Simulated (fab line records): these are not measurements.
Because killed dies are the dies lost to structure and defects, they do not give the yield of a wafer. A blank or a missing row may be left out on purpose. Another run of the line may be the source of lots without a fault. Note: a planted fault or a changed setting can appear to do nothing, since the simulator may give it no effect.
fab line records -- flow berkeley_cmos170
record: lots: 5, wafers: 27
route steps=331 shown NWELL@27 ACTIVE@65 SCREENOX@101 SPACER@173 SDANNEAL@204 PSD@206 PLDD@208 M1@246 M3@331
start_h: start of the lot's first displayed wafer, in hours after the record's first day -- wait_h: time in hours since the lot's previous step -- " the same as in the row above -- L1.1+2: a row that stands for several wafers -- - no value, or no start was given -- * or withheld: withheld -- < > ~ a bound
route shown NAME@n: names a module that has steps shown in the file, with the first one's number in the route -- usual: mean and standard deviation over wafers with no fault -- same: alike in all rows -- chamber/n: place in a boat -- sites: the reading at each site -- _std_site: the standard deviation of these -- _edge_site: mean of outer sites minus mean of inner sites -- radius_mm: for every site, how far away it sits from the centre of the wafer -- mask NAME#n: copy n -- behind: the most recent tool/chamber to have shaped the wafer -- hold: what put the lot on hold/how long, in hours/how the hold closed -- device: names the non-switching transistor (n, p or np) -- end of line: the same wafers' tests at the end of the route -- for a step that has no rows: nothing shown but its recipe -- killed: the dies lost at the first sort to structure and to defects; this is not the yield of the wafer -- map: dies across one wafer; x = killed, . = not, _ = none there
set.NAME: the setting the step ran with; set.NAME@STEP: the setting that earlier step ran with -- model.NAME: the simulator's own value behind a step, which no gauge read
lots whose settings were changed on purpose; a table a step, a row a wafer
== steps ==
step: UCB170_NWELL_ETCH_13
recipe: chemistry: CH3F/Ar/O2, target: Si3N4, stop_on: SiO2, CH3F_flow_sccm: 20, Ar_flow_sccm: 50, O2_flow_sccm: 7, pressure_mtorr: 50, rf_w: 450, target_depth_a: 2464, over_etch_frac: 0.1, time_s: 154
lot.wafer,tool,chamber,start_h,wait_h,set.target_depth_a,model.etch.depth_nm,model.KrF_of_NWELL_COAT_07.thk_nm
L074.1,rie_diel-01,1,35.90,0.0,2464,221,720.8
L074.2,rie_diel-01,0,35.90,0.0,2464,221.4,720.8
L074.3,rie_diel-01,2,35.90,0.0,2464,222.9,718.7
L074.4,rie_diel-01,3,35.90,0.0,2464,222.5,716
L074.5,rie_diel-01,0,35.90,0.0,2464,222.4,722.1
L074.6,rie_diel-01,1,35.90,0.0,2464,221.6,720.8
L080.1,rie_diel-03,2,57.10,0.0,2464,223.3,719.4
L080.2,rie_diel-03,0,57.10,0.0,1286,126.8,798.1
L080.3,rie_diel-03,3,57.10,0.0,1286,130.1,796.7
L080.4,rie_diel-03,2,57.10,0.0,2464,222.8,720.1
L080.5,rie_diel-03,3,57.10,0.0,2464,222.4,720.7
L080.6,rie_diel-03,0,57.10,0.0,1286,125.1,801
L081.1,rie_diel-02,0,76.14,0.0,2464,225.6,727.8
L081.2,rie_diel-02,3,76.14,0.0,2464,226.7,719.7
L081.3,rie_diel-02,1,76.14,0.0,2464,225.3,717.7
L081.4,rie_diel-02,2,76.14,0.0,2464,226.9,722
L081.5,rie_diel-02,0,76.14,0.0,2464,226.9,725.2
L081.6,rie_diel-02,1,76.14,0.0,2464,226.8,720.1
L082.1,rie_diel-01,1,76.17,0.0,2464,225.5,715.4
L082.2,rie_diel-01,2,76.17,0.0,1971,200.1,751.3
L082.3,rie_diel-01,3,76.17,0.0,1971,200.7,751
L082.4,rie_diel-01,0,76.17,0.0,1971,200.8,751.6
L082.5,rie_diel-01,1,76.17,0.0,2464,223,716.2
L082.6,rie_diel-01,2,76.17,0.0,2464,223.5,717
L085.1,rie_diel-01,2,88.18,0.0,2464,227.3,721.5
L085.4,rie_diel-01,3,88.18,0.0,2464,225.7,721.9
L085.5,rie_diel-01,1,88.18,0.0,2464,225.3,720.8
step: UCB170_NWELL_IMPLANT_14
recipe: species: P, dose_cm2: 1e+13, energy_kev: 150, tilt_deg: 7
step: UCB170_NWELL_STRIP_15
recipe: chemistry: O2, power_w: 400, pressure_mtorr: 3500, platen_temp_c: withheld, o2_flow_sccm: 400, overash_fraction: 0.5
usual: strip_time_to_endpoint_s: 17.99/0.092
lot.wafer,tool,chamber,start_h,wait_h,set.target_depth_a@NWELL_ETCH_13,strip_time_to_endpoint_s
L074.1,plasma_asher-03,0,36.16,0.1,2464,18.00
L074.2,plasma_asher-03,1,36.16,0.1,2464,18.01
L074.3,plasma_asher-03,0,36.16,0.1,2464,17.95
L074.4,plasma_asher-03,1,36.16,0.1,2464,17.89
L074.5,plasma_asher-03,0,36.16,0.1,2464,18.03
L074.6,plasma_asher-03,1,36.16,0.1,2464,18.01
L080.1,plasma_asher-03,0,57.35,0.1,2464,17.97
L080.2,plasma_asher-03,1,57.35,0.1,1286,19.86
L080.3,plasma_asher-03,0,57.35,0.1,1286,19.83
L080.4,plasma_asher-03,1,57.35,0.1,2464,17.98
L080.5,plasma_asher-03,1,57.35,0.1,2464,18.00
L080.6,plasma_asher-03,0,57.35,0.1,1286,19.93
L081.1,plasma_asher-03,1,76.39,0.1,2464,18.16
L081.2,plasma_asher-03,0,76.39,0.1,2464,17.97
L081.3,plasma_asher-03,0,76.39,0.1,2464,17.92
L081.4,plasma_asher-03,1,76.39,0.1,2464,18.02
L081.5,plasma_asher-03,1,76.39,0.1,2464,18.10
L081.6,plasma_asher-03,0,76.39,0.1,2464,17.98
L082.1,plasma_asher-01,1,76.42,0.1,2464,17.87
L082.2,plasma_asher-01,0,76.42,0.1,1971,18.74
L082.3,plasma_asher-01,0,76.42,0.1,1971,18.71
L082.4,plasma_asher-01,1,76.42,0.1,1971,18.73
L082.5,plasma_asher-01,1,76.42,0.1,2464,17.89
L082.6,plasma_asher-01,0,76.42,0.1,2464,17.92
L085.1,plasma_asher-01,1,88.43,0.1,2464,18.01
L085.4,plasma_asher-01,1,88.43,0.1,2464,18.02
L085.5,plasma_asher-01,0,88.43,0.1,2464,17.99
step: UCB170_ACTIVE_CVD_05
recipe: material: Si3N4, target_thk_nm: 220, temp_c: 800, precursor: SiH2Cl2/NH3, time_s: 3300, pressure_mtorr: 200, sih2cl2_flow_sccm: 25, nh3_flow_sccm: 75
lot.wafer,tool,chamber,start_h,wait_h,set.time_s,model.Si3N4_of_ACTIVE_CVD_05.thk_nm
L074.1,-,-,-,0.0,1431,92.5
L074.2,-,-,-,0.0,1431,93.47
L074.3,-,-,-,0.0,1431,92.28
L074.4,-,-,-,0.0,1431,92.81
L074.5,-,-,-,0.0,1431,93.73
L074.6,-,-,-,0.0,1431,93.15
L080.1,-,-,-,1.3,5162,346.7
L080.2,-,-,-,1.3,5162,344.6
L080.3+4,-,-,-,1.3,5162,346.4
L080.5,-,-,-,1.3,5162,347.2
L080.6,-,-,-,1.3,5162,345.7
L081.1,-,-,-,0.0,1880,121.8
L081.2,-,-,-,0.0,1880,120.6
L081.3,-,-,-,0.0,1880,123.4
L081.4,-,-,-,0.0,1880,123
L081.5,-,-,-,0.0,1880,124.5
L081.6,-,-,-,0.0,1880,121.3
L082.1,-,-,-,0.0,2487,166
L082.2+5,-,-,-,0.0,2487,165.4
L082.3,-,-,-,0.0,2487,166.8
L082.4,-,-,-,0.0,2487,165.6
L082.6,-,-,-,0.0,2487,167
L085.1,lpcvd-01,0,133.33,0.0,3300,218.1
L085.4,lpcvd-01,0,133.33,0.0,3300,221.4
L085.5,lpcvd-01,0,133.33,0.0,3300,219.5
step: UCB170_ACTIVE_THK_MEAS_06
recipe: reads: Si3N4_of_ACTIVE_CVD_05
usual: ACTIVE_NITRIDE_THK: 220.1/2.3
lot.wafer,tool,chamber,start_h,wait_h,set.time_s@ACTIVE_CVD_05,ACTIVE_NITRIDE_THK[nm]
L074.1,film_metro-03,-,-,-,1431,92.5
L074.2,film_metro-03,-,-,-,1431,93.5
L074.3,film_metro-03,-,-,-,1431,92.3
L074.4,film_metro-03,-,-,-,1431,92.9
L074.5,film_metro-03,-,-,-,1431,93.8
L074.6,film_metro-03,-,-,-,1431,93.1
L080.1,film_metro-03,-,-,-,5162,346.9
L080.2,film_metro-03,-,-,-,5162,344.5
L080.3,film_metro-03,-,-,-,5162,346.4
L080.4,film_metro-03,-,-,-,5162,346.5
L080.5,film_metro-03,-,-,-,5162,347.0
L080.6,film_metro-03,-,-,-,5162,345.9
L081.1,film_metro-02,-,-,-,1880,121.8
L081.2,film_metro-02,-,-,-,1880,120.7
L081.3,film_metro-02,-,-,-,1880,123.4
L081.4,film_metro-02,-,-,-,1880,122.9
L081.5,film_metro-02,-,-,-,1880,124.4
L081.6,film_metro-02,-,-,-,1880,121.2
L082.1,film_metro-02,-,-,-,2487,165.9
L082.2,film_metro-02,-,-,-,2487,165.6
L082.3,film_metro-02,-,-,-,2487,166.8
L082.4,film_metro-02,-,-,-,2487,165.6
L082.5,film_metro-02,-,-,-,2487,165.5
L082.6,film_metro-02,-,-,-,2487,167.1
L085.1,film_metro-02,-,135.24,0.0,3300,218.2
L085.4,film_metro-02,-,135.24,0.0,3300,221.4
L085.5,film_metro-02,-,135.24,0.0,3300,219.7
step: UCB170_ACTIVE_HMDS_07
recipe: prime_time_s: 60, prime_temp_c: 100
step: UCB170_ACTIVE_COAT_08
recipe: resist: KrF, spin_rpm: 1500, resist_thk_nm: 900
step: UCB170_ACTIVE_ETCH_15
recipe: chemistry: CH3F/Ar/O2, target: Si3N4, stop_on: SiO2, CH3F_flow_sccm: 20, Ar_flow_sccm: 50, O2_flow_sccm: 7, pressure_mtorr: 50, rf_w: 450, target_depth_a: 2420, over_etch_frac: 0.1, time_s: 151
usual: oes_product_au: 0.941/0.015
lot.wafer,tool,chamber,start_h,wait_h,set.time_s@ACTIVE_CVD_05,oes_product_au,model.etch.depth_nm
L074.1,rie_diel-04,2,79.00,0.0,1431,0.621,92.5
L074.2,rie_diel-04,3,79.00,0.0,1431,0.612,93.47
L074.3,rie_diel-04,1,79.00,0.0,1431,0.618,92.28
L074.4,rie_diel-04,0,79.00,0.0,1431,0.618,92.81
L074.5,rie_diel-04,0,79.00,0.0,1431,0.619,93.73
L074.6,rie_diel-04,1,79.00,0.0,1431,0.622,93.15
L080.1,rie_diel-01,3,109.64,0.0,5162,1.027,242.8
L080.2,rie_diel-01,1,109.64,0.0,5162,1.020,247.5
L080.3,rie_diel-01,0,109.64,0.0,5162,1.002,242.9
L080.4,rie_diel-01,2,109.64,0.0,5162,1.018,241.9
L080.5,rie_diel-01,3,109.64,0.0,5162,1.017,241.6
L080.6,rie_diel-01,0,109.64,0.0,5162,1.018,245.6
L081.1,rie_diel-01,3,116.80,0.0,1880,0.705,121.8
L081.2,rie_diel-01,2,116.80,0.0,1880,0.695,120.6
L081.3,rie_diel-01,1,116.80,0.0,1880,0.689,123.4
L081.4,rie_diel-01,0,116.80,0.0,1880,0.701,123
L081.5,rie_diel-01,0,116.80,0.0,1880,0.700,124.5
L081.6,rie_diel-01,1,116.80,0.0,1880,0.692,121.3
L082.1,rie_diel-03,2,117.07,0.0,2487,0.786,166
L082.2,rie_diel-03,0,117.07,0.0,2487,0.802,165.4
L082.3,rie_diel-03,1,117.07,0.0,2487,0.800,166.8
L082.4,rie_diel-03,3,117.07,0.0,2487,0.787,165.6
L082.5,rie_diel-03,0,117.07,0.0,2487,0.784,165.4
L082.6,rie_diel-03,1,117.07,0.0,2487,0.801,167
L085.1,rie_diel-03,0,136.43,0.0,3300,0.940,218.1
L085.4,rie_diel-03,3,136.43,0.0,3300,0.910,221.4
L085.5,rie_diel-03,0,136.43,0.0,3300,0.942,219.5
step: UCB170_SCREENOX_OXIDATION_01
recipe: temp_c: 900, ambient: O2, target_thk_a: 144, ox_time_s: 2400
lot.wafer,tool,chamber,start_h,wait_h,set.ox_time_s,model.SiO2_of_SCREENOX_OXIDATION_01.thk_nm
L074.1,-,-,-,3.8,1389,9.578
L074.2,-,-,-,3.8,1389,9.693
L074.3,-,-,-,3.8,1389,9.804
L074.4,-,-,-,3.8,1389,9.736
L074.5,-,-,-,3.8,1389,9.523
L074.6,-,-,-,3.8,1389,9.56
L080.1,-,-,-,0.9,3503,18.8
L080.2,-,-,-,0.9,3503,18.78
L080.3,-,-,-,0.9,3503,18.94
L080.4,-,-,-,0.9,3503,18.62
L080.5,-,-,-,0.9,3503,18.77
L080.6,-,-,-,0.9,3503,18.88
L081.1,-,-,-,3.3,3383,18.49
L081.2,-,-,-,3.3,3383,18.33
L081.3,-,-,-,3.3,3383,18.46
L081.4,-,-,-,3.3,3383,18.53
L081.5,-,-,-,3.3,3383,18.68
L081.6,-,-,-,3.3,3383,18.65
L082.1,-,-,-,3.3,3527,18.87
L082.2,-,-,-,3.3,3527,18.98
L082.3,-,-,-,3.3,3527,19.05
L082.4,-,-,-,3.3,3527,19.03
L082.5,-,-,-,3.3,3527,18.8
L082.6,-,-,-,3.3,3527,19.27
L085.1,furnace-04,0,163.56,3.6,2400,14.39
L085.4,furnace-04,0,163.56,3.6,2400,14.03
L085.5,furnace-04,0,163.56,3.6,2400,14.11
step: UCB170_SCREENOX_THK_MEAS_02
recipe: reads: SiO2_of_SCREENOX_OXIDATION_01
usual: SCREENOX_OXIDE_THK: 14.55/0.26
lot.wafer,tool,chamber,start_h,wait_h,set.ox_time_s@SCREENOX_OXIDATION_01,SCREENOX_OXIDE_THK[nm]
L074.1,film_metro-04,-,-,-,1389,9.57
L074.2,film_metro-04,-,-,-,1389,9.66
L074.3,film_metro-04,-,-,-,1389,9.83
L074.4,film_metro-04,-,-,-,1389,9.73
L074.5,film_metro-04,-,-,-,1389,9.55
L074.6,film_metro-04,-,-,-,1389,9.56
L080.1,film_metro-04,-,-,-,3503,18.80
L080.2,film_metro-04,-,-,-,3503,18.80
L080.3,film_metro-04,-,-,-,3503,18.96
L080.4,film_metro-04,-,-,-,3503,18.63
L080.5,film_metro-04,-,-,-,3503,18.78
L080.6,film_metro-04,-,-,-,3503,18.96
L081.1,film_metro-03,-,-,-,3383,18.52
L081.2,film_metro-03,-,-,-,3383,18.35
L081.3,film_metro-03,-,-,-,3383,18.47
L081.4,film_metro-03,-,-,-,3383,18.51
L081.5,film_metro-03,-,-,-,3383,18.75
L081.6,film_metro-03,-,-,-,3383,18.62
L082.1,film_metro-04,-,-,-,3527,18.88
L082.2,film_metro-04,-,-,-,3527,19.01
L082.3,film_metro-04,-,-,-,3527,19.06
L082.4,film_metro-04,-,-,-,3527,19.04
L082.5,film_metro-04,-,-,-,3527,18.81
L082.6,film_metro-04,-,-,-,3527,19.23
L085.1,film_metro-03,-,165.23,0.0,2400,14.40
L085.4,film_metro-03,-,165.23,0.0,2400,14.04
L085.5,film_metro-03,-,165.23,0.0,2400,14.10
step: UCB170_SPACER_ANNEAL_02
recipe: temp_c: 900, time_s: 1800, ambient: N2
lot.wafer,tool,chamber,start_h,wait_h,set.time_s
L074.1+2+3+4+5+6,-,-,-,3.6,1488
L080.1+2+3+4+5+6,-,-,-,1.9,1011
L081.1+2+3+4+5+6,-,-,-,2.6,2791
L082.1+2+3+4+5+6,-,-,-,2.1,2848
L085.1+4+5,furnace-03,0,201.56,4.9,1800
step: UCB170_SDANNEAL_RTA_00
recipe: temp_c: 900, time_s: 10, ambient: N2
lot.wafer,tool,chamber,start_h,wait_h,set.time_s
L074.1+3+6,rtp_anneal-02,0,141.75,0.0,10
L074.2+4+5,rtp_anneal-02,0,141.75,0.0,5.022
L080.1+5+6,rtp_anneal-02,0,170.10,0.0,10
L080.2+3+4,rtp_anneal-02,0,170.10,0.0,12.75
L081.1+5+6,rtp_anneal-02,0,180.10,0.0,10
L081.2+3+4,rtp_anneal-02,0,180.10,0.0,15.33
L082.1+2+5,rtp_anneal-01,0,180.62,0.0,10
L082.3+4+6,rtp_anneal-01,0,180.62,0.0,6.892
L085.1+4+5,rtp_anneal-01,0,210.97,0.0,10
step: UCB170_SDANNEAL_RTA_01
recipe: temp_c: 1050, time_s: 5, ambient: N2
step: UCB170_SDANNEAL_RS_MEAS_02
recipe: thk_meas_gauge: four-point-probe
usual: PSD_RS: 75.59/0.2
lot.wafer,tool,chamber,start_h,wait_h,set.time_s@SDANNEAL_RTA_00,PSD_RS[ohm/sq]
L074.1,film_metro-04,-,141.88,0.0,10,75.33
L074.2,film_metro-04,-,141.88,0.0,5.022,76.27
L074.3,film_metro-04,-,141.88,0.0,10,75.54
L074.4,film_metro-04,-,141.88,0.0,5.022,76.18
L074.5,film_metro-04,-,141.88,0.0,5.022,76.35
L074.6,film_metro-04,-,141.88,0.0,10,75.77
L080.1,film_metro-03,-,170.23,0.0,10,75.65
L080.2,film_metro-03,-,170.23,0.0,12.75,75.17
L080.3,film_metro-03,-,170.23,0.0,12.75,75.31
L080.4,film_metro-03,-,170.23,0.0,12.75,75.71
L080.5,film_metro-03,-,170.23,0.0,10,75.48
L080.6,film_metro-03,-,170.23,0.0,10,75.64
L081.1,film_metro-02,-,180.22,0.0,10,75.64
L081.2,film_metro-02,-,180.22,0.0,15.33,74.95
L081.3,film_metro-02,-,180.22,0.0,15.33,74.89
L081.4,film_metro-02,-,180.22,0.0,15.33,74.95
L081.5,film_metro-02,-,180.22,0.0,10,75.47
L081.6,film_metro-02,-,180.22,0.0,10,75.31
L082.1,film_metro-04,-,180.74,0.0,10,75.67
L082.2,film_metro-04,-,180.74,0.0,10,75.69
L082.3,film_metro-04,-,180.74,0.0,6.892,76.21
L082.4,film_metro-04,-,180.74,0.0,6.892,76.08
L082.5,film_metro-04,-,180.74,0.0,10,75.82
L082.6,film_metro-04,-,180.74,0.0,6.892,76.19
L085.1,film_metro-02,-,211.10,0.0,10,75.60
L085.4,film_metro-02,-,211.10,0.0,10,75.41
L085.5,film_metro-02,-,211.10,0.0,10,75.50
step: UCB170_SDANNEAL_RS_MEAS_04
recipe: thk_meas_gauge: four-point-probe
usual: PLDD_RS: 1033/3.6
lot.wafer,tool,chamber,start_h,wait_h,set.time_s@SPACER_ANNEAL_02,PLDD_RS[ohm/sq]
L074.1,film_metro-04,-,142.12,0.1,1488,1048
L074.2,film_metro-04,-,142.12,0.1,1488,1047
L074.3,film_metro-04,-,142.12,0.1,1488,1047
L074.4,film_metro-04,-,142.12,0.1,1488,1049
L074.5,film_metro-04,-,142.12,0.1,1488,1048
L074.6,film_metro-04,-,142.12,0.1,1488,1044
L080.1,film_metro-03,-,170.47,0.1,1011,1065
L080.2,film_metro-03,-,170.47,0.1,1011,1064
L080.3,film_metro-03,-,170.47,0.1,1011,1067
L080.4,film_metro-03,-,170.47,0.1,1011,1067
L080.5,film_metro-03,-,170.47,0.1,1011,1065
L080.6,film_metro-03,-,170.47,0.1,1011,1068
L081.1,film_metro-02,-,180.46,0.1,2791,994
L081.2,film_metro-02,-,180.46,0.1,2791,996
L081.3,film_metro-02,-,180.46,0.1,2791,993
L081.4,film_metro-02,-,180.46,0.1,2791,993
L081.5,film_metro-02,-,180.46,0.1,2791,992
L081.6,film_metro-02,-,180.46,0.1,2791,995
L082.1,film_metro-04,-,180.98,0.1,2848,1001
L082.2,film_metro-04,-,180.98,0.1,2848,996
L082.3,film_metro-04,-,180.98,0.1,2848,994
L082.4,film_metro-04,-,180.98,0.1,2848,998
L082.5,film_metro-04,-,180.98,0.1,2848,995
L082.6,film_metro-04,-,180.98,0.1,2848,997
L085.1,film_metro-02,-,211.34,0.1,1800,1033
L085.4,film_metro-02,-,211.34,0.1,1800,1032
L085.5,film_metro-02,-,211.34,0.1,1800,1032
step: UCB170_M1_DEVELOP_08
recipe: developer: TMAH, develop_time_s: 45, resist: KrF, dev_temp_c: 21
lot.wafer,tool,chamber,start_h,wait_h,set.develop_time_s
L074.1+5+6,litho_track-03,0,-,-,61.7
L074.2+3+4,litho_track-03,0,-,-,45
L080.1+2+4,litho_track-03,0,-,-,53.27
L080.3+5+6,litho_track-03,0,-,-,45
L081.1+3+6,litho_track-03,0,-,-,45
L081.2+4+5,litho_track-03,0,-,-,33.12
L082.1+3+5,litho_track-03,0,-,-,45
L082.2+4+6,litho_track-03,0,-,-,26.8
L085.1+4+5,litho_track-04,0,-,-,45
step: UCB170_M1_CD_MEAS_09
recipe: target_cd_nm: 700
usual: cd_nm: 699.6/1.2
lot.wafer,tool,chamber,start_h,wait_h,set.develop_time_s@M1_DEVELOP_08,cd_nm
L074.1,cd_sem-01,-,149.36,-,61.7,697.7
L074.2,cd_sem-01,-,149.36,-,45,700.5
L074.3,cd_sem-01,-,149.36,-,45,700.6
L074.4,cd_sem-01,-,149.36,-,45,699.0
L074.5,cd_sem-01,-,149.36,-,61.7,697.4
L074.6,cd_sem-01,-,149.36,-,61.7,698.1
L080.1,cd_sem-02,-,178.01,-,53.27,697.9
L080.2,cd_sem-02,-,178.01,-,53.27,698.9
L080.3,cd_sem-02,-,178.01,-,45,698.8
L080.4,cd_sem-02,-,178.01,-,53.27,697.4
L080.5,cd_sem-02,-,178.01,-,45,699.5
L080.6,cd_sem-02,-,178.01,-,45,699.5
L081.1,cd_sem-01,-,186.53,-,45,700.9
L081.2,cd_sem-01,-,186.53,-,33.12,703.1
L081.3,cd_sem-01,-,186.53,-,45,700.1
L081.4,cd_sem-01,-,186.53,-,33.12,703.2
L081.5,cd_sem-01,-,186.53,-,33.12,703.3
L081.6,cd_sem-01,-,186.53,-,45,700.8
L082.1,cd_sem-01,-,188.46,-,45,698.6
L082.2,cd_sem-01,-,188.46,-,26.8,702.5
L082.3,cd_sem-01,-,188.46,-,45,698.0
L082.4,cd_sem-01,-,188.46,-,26.8,702.2
L082.5,cd_sem-01,-,188.46,-,45,697.5
L082.6,cd_sem-01,-,188.46,-,26.8,702.3
L085.1,cd_sem-01,-,219.81,-,45,700.3
L085.4,cd_sem-01,-,219.81,-,45,699.1
L085.5,cd_sem-01,-,219.81,-,45,699.3
step: UCB170_M3_PROBE_99
lot.wafer,tool,chamber,start_h,wait_h,set.time_s@ACTIVE_CVD_05,model.etest.nldd.width_nm,model.etest.pldd.width_nm
L074.1,prober-01,-,166.48,0.1,1431,528,526.2
L074.2,prober-01,-,166.53,0.1,1431,525.9,524
L074.3,prober-01,-,166.58,0.2,1431,506.2,499.4
L074.4,prober-01,-,166.63,0.2,1431,521,524.7
L074.5,prober-01,-,166.68,0.2,1431,518.2,520.5
L074.6,prober-01,-,166.73,0.2,1431,530.6,530.4
L080.1+2+3+4+5+6,prober-01,-,198.76,0.1,5162,-,-
L081.1,prober-02,-,207.32,0.1,1880,538,536.1
L081.2,prober-02,-,207.37,0.1,1880,529,527.6
L081.3,prober-02,-,207.42,0.2,1880,550.5,550.9
L081.4,prober-02,-,207.47,0.2,1880,547.9,542.2
L081.5,prober-02,-,207.52,0.2,1880,547.6,545.9
L081.6,prober-02,-,207.57,0.2,1880,537.5,538
L082.1,prober-01,-,207.78,0.1,2487,576.5,578.5
L082.5,prober-01,-,207.98,0.2,2487,588.4,591.7
L082.6,prober-01,-,208.03,0.2,2487,594.8,600.4
L085.1,prober-02,-,238.70,0.1,3300,606.6,609.6
L085.4,prober-02,-,238.85,0.2,3300,617.1,614.4
L085.5,prober-02,-,238.90,0.2,3300,609.7,606.3
killed by level:class
L085.1 GATE:geometric_particle:short=2 M1:geometric_particle:short=1 V1:geometric_particle:open=1
L085.4 FIELD:geometric_particle:short=1 SCREENOX:geometric_particle:short=1 GATE:geometric_particle:open=1 SILICIDE:geometric_particle:open=1 CONTACT:geometric_particle:short=1
L085.5 START:geometric_particle:open=1 GATE:geometric_particle:open=1 SPACER:geometric_particle:open=1 SPACER:geometric_particle:short=1 SILICIDE:geometric_particle:open=1 SILICIDE:geometric_particle:short=1 CONTACT:geometric_particle:open=1
== key ==
split: step: UCB170_NWELL_ETCH_13, setting: target_depth_a, stated: 2464, by: wafer
response: step: UCB170_NWELL_ETCH_13, reading: model.etch.depth_nm, change: +1.87, per: 1%, r: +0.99
response: step: UCB170_NWELL_ETCH_13, reading: model.KrF_of_NWELL_COAT_07.thk_nm, change: -1.66, per: 1%, r: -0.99
response: step: UCB170_NWELL_STRIP_15, reading: strip_time_to_endpoint_s, change: *, per: 1%, r: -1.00
split: step: UCB170_ACTIVE_CVD_05, setting: time_s, stated: 3300, by: lot
response: step: UCB170_ACTIVE_CVD_05, reading: model.Si3N4_of_ACTIVE_CVD_05.thk_nm, change: +2.24, per: 1%, r: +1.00
response: step: UCB170_ACTIVE_THK_MEAS_06, reading: ACTIVE_NITRIDE_THK, change: +2.24, per: 1%, r: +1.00
response: step: UCB170_ACTIVE_ETCH_15, reading: oes_product_au, change: +0.00345, per: 1%, r: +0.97
response: step: UCB170_ACTIVE_ETCH_15, reading: model.etch.depth_nm, change: +1.31, per: 1%, r: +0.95
response: step: UCB170_M3_PROBE_99, reading: model.etest.nldd.width_nm, change: +1.66, per: 1%, r: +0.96
response: step: UCB170_M3_PROBE_99, reading: model.etest.pldd.width_nm, change: +1.69, per: 1%, r: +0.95
split: step: UCB170_SCREENOX_OXIDATION_01, setting: ox_time_s, stated: 2400, by: lot
response: step: UCB170_SCREENOX_OXIDATION_01, reading: model.SiO2_of_SCREENOX_OXIDATION_01.thk_nm, change: +0.105, per: 1%, r: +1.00
response: step: UCB170_SCREENOX_THK_MEAS_02, reading: SCREENOX_OXIDE_THK, change: +0.105, per: 1%, r: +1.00
split: step: UCB170_SPACER_ANNEAL_02, setting: time_s, stated: 1800, by: lot
response: step: UCB170_SDANNEAL_RS_MEAS_04, reading: PLDD_RS, change: -0.699, per: 1%, r: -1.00
split: step: UCB170_SDANNEAL_RTA_00, setting: time_s, stated: 10, by: wafer
response: step: UCB170_SDANNEAL_RS_MEAS_02, reading: PSD_RS, change: -0.0119, per: 1%, r: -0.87
split: step: UCB170_M1_DEVELOP_08, setting: develop_time_s, stated: 45, by: wafer
response: step: UCB170_M1_CD_MEAS_09, reading: cd_nm, change: -0.0863, per: 1%, r: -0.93
